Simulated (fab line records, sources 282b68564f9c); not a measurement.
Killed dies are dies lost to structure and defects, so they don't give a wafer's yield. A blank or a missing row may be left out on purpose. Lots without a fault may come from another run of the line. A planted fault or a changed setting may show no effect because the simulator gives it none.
fab line records | flow rit_cmos
record lots=14 wafers=42 last_day=7
route steps=202 shown SPACER@130 M1@202
lots that met no fault: from a run of the same line without faults
start_h: hours from the record's first day to the start of the lot's first wafer shown | wait_h: hours since the lot's step before | " the same as in the row above | L1.1+2: a row that stands for several wafers | - no value, or no start given | * or withheld: withheld | < > ~ a bound
route shown NAME@n: a module of which the file shows steps, and the number in the route of the first | usual: mean/standard deviation of fault-free wafers | same: alike in all rows | chamber/n: place in a boat | sites: the reading at each site | _std_site: their standard deviation | _edge_site: outer sites' mean less inner sites' | radius_mm: how far each site lies from the wafer's centre | mask NAME#n: copy n | behind: the tool/chamber that last shaped the wafer | hold: why the lot was held/for how many hours/how that ended | device: the transistor (n, p or np) that didn't switch | end of line: the same wafers' tests at the end of the route | a step without rows: its recipe alone | killed: dies lost to structure and defects at the first sort, not the wafer's yield | map: a wafer's dies, x killed, . not, _ none there
set.NAME: the setting as run; set.NAME@STEP: as run at that earlier step | model.NAME: the simulator's own value behind a step, which no gauge read
steps of the route over a sample of lots; a table a step, a row a wafer
services: from which hour (start_h, from the record's first day; less than 0 if before it) a tool's chamber was out of use, for how many hours, and why
## steps
# step RIT_SPACER_ETCHBACK_05
# recipe target_depth_a=2500 SF6_flow_sccm=30 CHF3_flow_sccm=30 target=Si3N4 chemistry=SF6/CHF3 pressure_mtorr=40 rf_w=250 time_s=240 stop_on=SiO2
# usual drypump_motor_current_A=5.6/0.5 oes_product_au=0.851/0.011 throttle_valve_pct=10.29/0.1
# columns lot.wafer tool chamber start_h wait_h drypump_motor_current_A oes_product_au rf_hours_counter_h throttle_valve_pct
L893.3 rie_diel-04 2 62.38 0.0 5.4 0.818 144 10.25
L893.5 " 3 " " 5.9 0.851 - 10.27
L893.6 " 2 " " 5.4 0.831 - 10.26
L895.1 rie_diel-03 3 68.20 0.1 4.8 0.854 0 10.32
L895.3 " 2 " " 5.8 0.859 49 10.43
L895.5 " 3 " " 4.8 0.863 - 10.32
L894.2 rie_diel-04 1 68.45 0.0 6.6 0.851 40 10.26
L894.4 " 3 " " 5.9 0.849 143 10.27
L894.6 " 2 " " 5.4 0.817 - 10.25
L896.1 rie_diel-03 2 74.25 0.1 5.8 0.865 49 10.40
L896.2 " 0 " " 5.6 0.860 131 10.46
L896.3 " 1 " " 6.2 0.838 78 10.21
L897.1 rie_diel-03 2 77.73 0.1 5.8 0.866 49 10.46
L897.3 " 0 " " 5.6 0.859 131 10.46
L897.6 " 1 " " 6.2 0.849 - 10.21
L898.3 rie_diel-02 2 84.85 0.0 6.2 0.845 101 10.16
L898.4 " 2 " " 6.2 0.832 - 10.14
L898.5 " 3 " " 5.0 0.842 - 10.22
L899.2 rie_diel-03 3 87.29 0.0 4.8 0.860 1 10.32
L899.4 " 2 " " 5.8 0.865 49 10.41
L899.5 " 2 " " 5.8 0.875 - 10.43
L900.3 rie_diel-03 0 91.75 0.0 5.6 0.854 131 10.44
L900.4 " 1 " " 6.2 0.836 79 10.21
L900.6 " 3 " " 4.8 0.855 - 10.32
L902.1 rie_diel-03 1 97.84 0.1 6.2 0.834 79 10.21
L902.4 " 2 " " 5.8 0.862 49 10.42
L902.5 " 1 " " 6.2 0.829 - 10.21
L903.1 rie_diel-04 3 101.50 0.1 5.9 0.842 144 10.27
L903.2 " 1 " " 6.7 0.852 41 10.21
L903.5 " 0 " " 5.7 0.858 - 10.18
L905.2 rie_diel-03 1 110.06 0.0 6.1 0.840 79 10.21
L905.4 " 0 " " 5.6 0.850 131 10.45
L905.6 " 3 " " 4.8 0.916 - 10.34
L908.2 rie_diel-03 2 122.72 0.0 5.8 0.859 50 10.41
L908.3 " 3 " " 4.8 0.921 1 10.34
L908.6 " 2 " " 5.8 0.863 - 10.42
L911.3 rie_diel-02 3 137.58 0.0 5.1 0.855 119 10.22
L911.4 " 0 " " 5.3 0.852 6 10.23
L911.6 " 1 " " 5.9 0.847 - 10.19
L915.4 rie_diel-02 3 161.51 0.0 5.0 0.857 119 10.21
L915.5 " 1 " " 5.9 0.846 - 10.20
L915.6 " 2 " " 6.2 0.836 - 10.14
# step RIT_M1_PROBE_99
# usual killed_at_contacts=0.1/0.38 killed_at_front_end=7/3.2 killed_dies=7/3.2 killed_open=3.6/2.1 killed_short=3.5/2
# same gross_dies=264 killed_at_M0_to_M3=0 killed_at_M4_up=0 killed_at_back_side=0 killed_at_other=0
# columns lot.wafer tool chamber start_h wait_h killed_at_contacts killed_at_front_end killed_dies killed_open killed_short
L900.3 prober-01 - 103.93 0.2 0 7 7 2 5
L900.4 prober-01 - 103.98 0.2 0 4 4 1 2
L900.6 prober-01 - 104.08 0.2 0 6 6 5 1
L915.4 prober-01 - 174.38 0.2 0 5 5 3 2
L915.5 prober-01 - 174.43 0.2 0 5 5 0 5
L915.6 prober-01 - 174.48 0.2 0 7 7 5 2
# killed by level:class
L900.3 GATE:geometric_particle:short=3 SILICIDE:geometric_particle:short=2 GATE:geometric_particle:open=1 SILICIDE:geometric_particle:open=1
L900.4 FOX1:geometric_particle:short=1 SPACER:geometric_particle:open=1 SILICIDE:geometric_particle:short=1 NLDD:coat_microbubble_printed=1
L900.6 SPACER:geometric_particle:open=4 GATE:geometric_particle:open=1 SPACER:geometric_particle:short=1
L915.4 FOX1:geometric_particle:open=1 FOX1:geometric_particle:short=1 FOX2:geometric_particle:open=1 GATE:geometric_particle:short=1 SILICIDE:geometric_particle:open=1
L915.5 SILICIDE:geometric_particle:short=3 GATE:geometric_particle:short=1 REOX:geometric_particle:short=1
L915.6 SPACER:geometric_particle:open=3 ACTIVE:geometric_particle:open=1 FOX1:geometric_particle:short=1 GATE:geometric_particle:open=1 SPACER:geometric_particle:short=1
## services
# columns tool chamber start_h hours kind
rie_diel-03 3 45.29 - clean
rie_diel-03 3 45.29 21.4 scheduled_down
rie_diel-03 3 45.29 21.4 vent_cycle
rie_diel-04 0 54.08 5.1 repair
rie_diel-02 1 62.14 - clean
rie_diel-02 1 62.14 24.4 scheduled_down
rie_diel-02 1 62.14 24.4 vent_cycle
rie_diel-02 2 63.92 9.9 repair
rie_diel-04 1 74.42 8.0 repair
rie_diel-03 - 85.52 0.1 repair
rie_diel-02 3 91.86 8.2 repair
rie_diel-03 - 93.43 0.5 repair
rie_diel-04 - 118.41 14.6 pm
rie_diel-02 1 144.08 4.5 repair
rie_diel-02 3 145.07 5.7 repair
## key
first_sign step=RIT_SPACER_ETCHBACK_05 reading=oes_product_au direction=up sigmas=5.9 usual=0.851 struck=0.918
effect none on later readings
met_at RIT_SPACER_ETCHBACK_05
struck_lots L905,L908
struck_wafers L905.6,L908.3
tester_left_out L905,L908
onset_between 91.75 110.06
fault kind=process_parameter_drift tool=rie_diel-03 chamber=3 onset_h=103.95 steps=RIT_SPACER_ETCHBACK_05 channel=target_depth_a offset=-297.74 shape=step end_h=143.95 acts_in=these_recipes_only stated=2500
# tester_left_out: of these lots the tester's yield and bins aren't shown, on N5 and GAA mostly nor the transistor test; their killed dies are dies lost to structure and defects alone, not to doping, threshold or leakage, so they don't give the yield
